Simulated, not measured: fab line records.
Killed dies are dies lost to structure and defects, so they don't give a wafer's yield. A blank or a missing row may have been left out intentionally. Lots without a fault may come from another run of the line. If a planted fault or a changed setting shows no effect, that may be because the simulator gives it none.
Struck lot and sound lot, side by side | flow rit cmos | 20 steps out of a route of 202
Sound: the wafers L388.1, L388.2, L388.3. The struck wafers were L398.3, L398.5, L398.6. The cause comes at the end.
Each step with rows lists, per side, the tool, then ch with its chambers, then its first start. Under that, the readings that differ: sound wafers | struck wafers | difference of the means | sigmas: that difference in standard deviations of wafers without a fault.
alike: readings with means less than 2 such deviations apart, plus words and numbers identical on both sides. not compared: withheld readings, readings lacking a value on some wafer, bounds such as >300 that could conceal the same value, and numbers that have no deviation in the record and whose values overlap.
A row with sigmas, a row that says differs or no value, or rows on one side alone: a step with any of these is where the two part. Numbers that don't overlap but have no deviation are shown without sigmas and don't part them. A reading that every wafer of one side lacks parts them only if that side has two wafers or more.

first, 2 steps without rows for these wafers: RIT_NWELL_HARDBAKE_07 (time 120 s); RIT_NWELL_IMPLANT_08.
RIT_NWELL_STRIP_09: strips in O2, time 180 s.
  sound on plasma asher-04 ch 0,1, day 2 03:34; struck on plasma asher-01 ch 0,1, day 4 07:35
  alike: chamber pressure mTorr, drypump motor current A
  not compared: rf hours counter h
RIT_NWELL_TW_MEAS_10:
  sound on film metro-02, day 2 03:45; struck on film metro-04, day 4 07:44
  alike: NWELL_TW
then, 6 steps without rows for these wafers: RIT_PWELL_HMDS_00 (prime time 60 s); RIT_PWELL_COAT_01 (resist thk 1300 nm); RIT_PWELL_SOFTBAKE_02 (time 60 s); RIT_PWELL_EXPOSE_03 (exposes mask M3, target cd 43700 nm); RIT_PWELL_PEB_04; RIT_PWELL_DEVELOP_05 (develop time 68 s).
RIT_PWELL_OVL_MEAS_06:
  sound on overlay-01, day 2 04:49; struck on overlay-01, day 4 08:43
  alike: PWELL_OVL
then, 1 step without rows for these wafers: RIT_PWELL_HARDBAKE_07 (time 120 s).
RIT_PWELL_IMPLANT_08:
  sound on implanter-01 ch 0, day 2 05:06; struck on implanter-03 ch 0, day 4 09:02
  reading                   | sound                | struck               | difference | sigmas
  beam energy keV           | 169.93 170.01 169.97 | 138.62 138.56 138.79 | -31.31     | -99 or more
  model.implant.rp nm (nm)  | 481.3 481.3 481.3    | 402.8 402.8 402.8    | -78.5      |
  model.implant.drp nm (nm) | 102.9 102.9 102.9    | 95.12 95.12 95.12    | -7.78      |
RIT_PWELL_STRIP_09: strips in O2, time 180 s.
  sound on plasma asher-04 ch 0,1, day 2 05:15; struck on plasma asher-04 ch 0,1, day 4 09:11
  alike: chamber pressure mTorr, drypump motor current A
  not compared: rf hours counter h
RIT_PWELL_TW_MEAS_10:
  sound on film metro-04, day 2 05:25; struck on film metro-02, day 4 09:20
  alike: PWELL_TW
then, 1 step without rows for these wafers: RIT_WELLDRIVE_ANNEAL_00 (time 14700 s).
RIT_WELLDRIVE_RS_MEAS_01: measurement is done with a four-point probe.
  sound on film metro-02, day 2 10:53; struck on film metro-04, day 4 15:43
  reading           | sound             | struck            | difference | sigmas
  NWELL_RS (ohm/sq) | 277.7 277.9 276.9 | 275.9 276.1 275.1 | -1.8       | -2
RIT_WELLDRIVE_RS_MEAS_02: measurement is done with a four-point probe.
  sound on film metro-02, day 2 11:01; struck on film metro-04, day 4 15:50
  reading           | sound             | struck            | difference | sigmas
  PWELL_RS (ohm/sq) | 429.8 430.4 431.8 | 438.7 438.1 438.9 | +7.9       | +5
then, 1 step without rows for these wafers: RIT_NRETRO_HMDS_00 (prime time 60 s).
RIT_M1_PROBE_99:
  sound on prober-02, day 3 21:13; struck on prober-02, day 5 21:49
  reading                                | sound                | struck              | difference | sigmas
  model.etest.pwell.rs ohm sq            | 412.6 414.3 413.6    | 445.4 456.1 446     | +35.7      |
  model.etest.pwell pinched.rs ohm sq    | 466.4 468.2 464.4    | 482.6 485.1 477.8   | +15.5      |
  model.etest.nmos_0p3.drive ua um       | 226.6 226 231.4      | 206.4 216.5 210.4   | -16.9      |
  model.etest.nmos_0p15.off log10 a um   | -9.802 -9.747 -10.01 | -10.84 -10.6 -10.64 | -0.84      |
  model.etest.diode nplus pwell.bv v (V) | 6.028 5.982 5.993    | 5.758 5.775 5.777   | -0.231     |
  model.etest.nmos_0p3.bv v (V)          | 5.524 5.517 5.487    | 5.428 5.4 5.424     | -0.092     |
  model.etest.nmos_0p15.bv v (V)         | 5.524 5.517 5.487    | 5.428 5.4 5.424     | -0.092     |
  alike: killed at contacts, killed at front end, killed dies, killed on rim, killed open, killed short
  not compared: model.etest.nmos_0p3.r on ohm um

== WHERE THEY PART ==
At RIT_PWELL_IMPLANT_08 first; at RIT_WELLDRIVE_RS_MEAS_02 last (within this record only). Later steps at which nothing parts them and some readings are alike: RIT_M1_PROBE_99.

WHY: what had been put in by the simulator
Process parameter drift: implanter-03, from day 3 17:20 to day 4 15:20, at RIT_PWELL_IMPLANT_08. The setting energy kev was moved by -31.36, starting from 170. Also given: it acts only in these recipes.
